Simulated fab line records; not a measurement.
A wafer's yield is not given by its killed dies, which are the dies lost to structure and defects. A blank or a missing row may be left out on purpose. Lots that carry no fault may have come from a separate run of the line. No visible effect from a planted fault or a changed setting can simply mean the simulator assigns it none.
A lot that was struck, set against a sound lot / flow berkeley_cmos170 / 14 out of 331 route steps
Sound: the wafers L252.4, L252.5, L252.6. The struck wafers were L264.2, L264.4, L264.5. The cause is given at the end.
At each step with rows: each side's tool, then ch and its chambers, then its first start. Under that, the readings that differ: sound wafers / struck wafers / difference of the means / sigmas: that difference in standard deviations of wafers without a fault.
alike: words and numbers the same on both sides, and readings whose means are apart by under 2 such deviations; not compared: readings that were withheld, readings missing a value for some wafer, numbers with overlapping values and no deviation given by the record, and bounds like >300 which may hide the same value.
The two part at a step that has a row with sigmas, a row that says differs or no value, or rows on one side only. Numbers that don't overlap but have no deviation are shown without sigmas and don't part them. A reading missing from all wafers of one side parts the sides only when that side holds two or more wafers.

first, 3 steps without rows for these wafers: UCB170_V1_EXPOSE_09 (exposes mask VIA1, target cd 700 nm); UCB170_V1_PEB_10; UCB170_V1_DEVELOP_11 (develop time 45 s).
UCB170_V1_CD_MEAS_12: the cd target is 700 nm.
  sound on cd_sem-01 at day 10 16:05; struck on cd_sem-01 at day 13 05:25
  alike: cd_nm
UCB170_V1_OVL_MEAS_13:
  sound on overlay-02 at day 10 16:10; struck on overlay-01 at day 13 05:32
  alike: V1_OVL
UCB170_V1_ETCH_14: etches SiO2 in CHF3/CF4/Ar, stops on Al, target depth 1250 nm, time 291 s.
  sound on rie_diel-02 ch 0,1,2, day 10 16:11; struck on rie_diel-04 ch 0,1,2, day 13 05:34
reading=oes_product_au (a.u.); sound=0.878 0.839 0.861; struck=0.895 0.891 0.903; difference=+0.037; sigmas=+2
  alike: drypump_motor_current_A, throttle_valve_pct
  not compared: rf_hours_counter_h
UCB170_V1_STRIP_15: strips in O2.
  sound on plasma_asher-04 ch 0,1, day 10 16:23; struck on plasma_asher-04 ch 0, day 13 05:44
  alike: drypump_motor_current_A, oes_product_au, strip_time_to_endpoint_s
  not compared: rf_hours_counter_h
UCB170_V1_CD_MEAS_90: the cd target is 700 nm.
  sound on cd_sem-01 at day 10 16:31; struck on cd_sem-02 at day 13 05:51
reading=cd_nm (nm); sound=696.5 698.8 698.2; struck=702.3 701.8 699.3; difference=+3.3; sigmas=+2
then, 1 step without rows for these wafers: UCB170_M2_PRE_CLEAN_00 (preclean etch time 60 s).
UCB170_M2_SPUTTER_01: material Al, target thk 900 nm, time 120 s.
  sound on pvd_sputter-04 at day 10 16:38; struck on pvd_sputter-02 at day 13 06:01
  alike: cathode_dc_power_W, throttle_valve_pct
UCB170_M2_RS_MEAS_02: measures by four-point-probe.
  sound on film_metro-02 at day 10 16:47; struck on film_metro-01 at day 13 06:07
  alike: M2_AL_RS
UCB170_M2_THK_MEAS_03: measures by xrf.
  sound on film_metro-02 at day 10 16:52; struck on film_metro-01 at day 13 06:14
  alike: M2_AL_THK
UCB170_M2_HMDS_04: prime time 60 s.
  sound on litho_track-02 ch 0, day 10 17:12; struck on litho_track-04 ch 0, day 13 06:19
reading=prime_temp_c (C); sound=100.06 99.86 99.82; struck=94.50 94.77 94.55; difference=-5.31; sigmas=-41
then, 1 step without rows for these wafers: UCB170_M2_COAT_05 (resist thk 900 nm).

## WHERE THEY PART
At UCB170_V1_ETCH_14 first; at UCB170_M2_HMDS_04 last (within this record only).

WHY: the cause the simulator had injected
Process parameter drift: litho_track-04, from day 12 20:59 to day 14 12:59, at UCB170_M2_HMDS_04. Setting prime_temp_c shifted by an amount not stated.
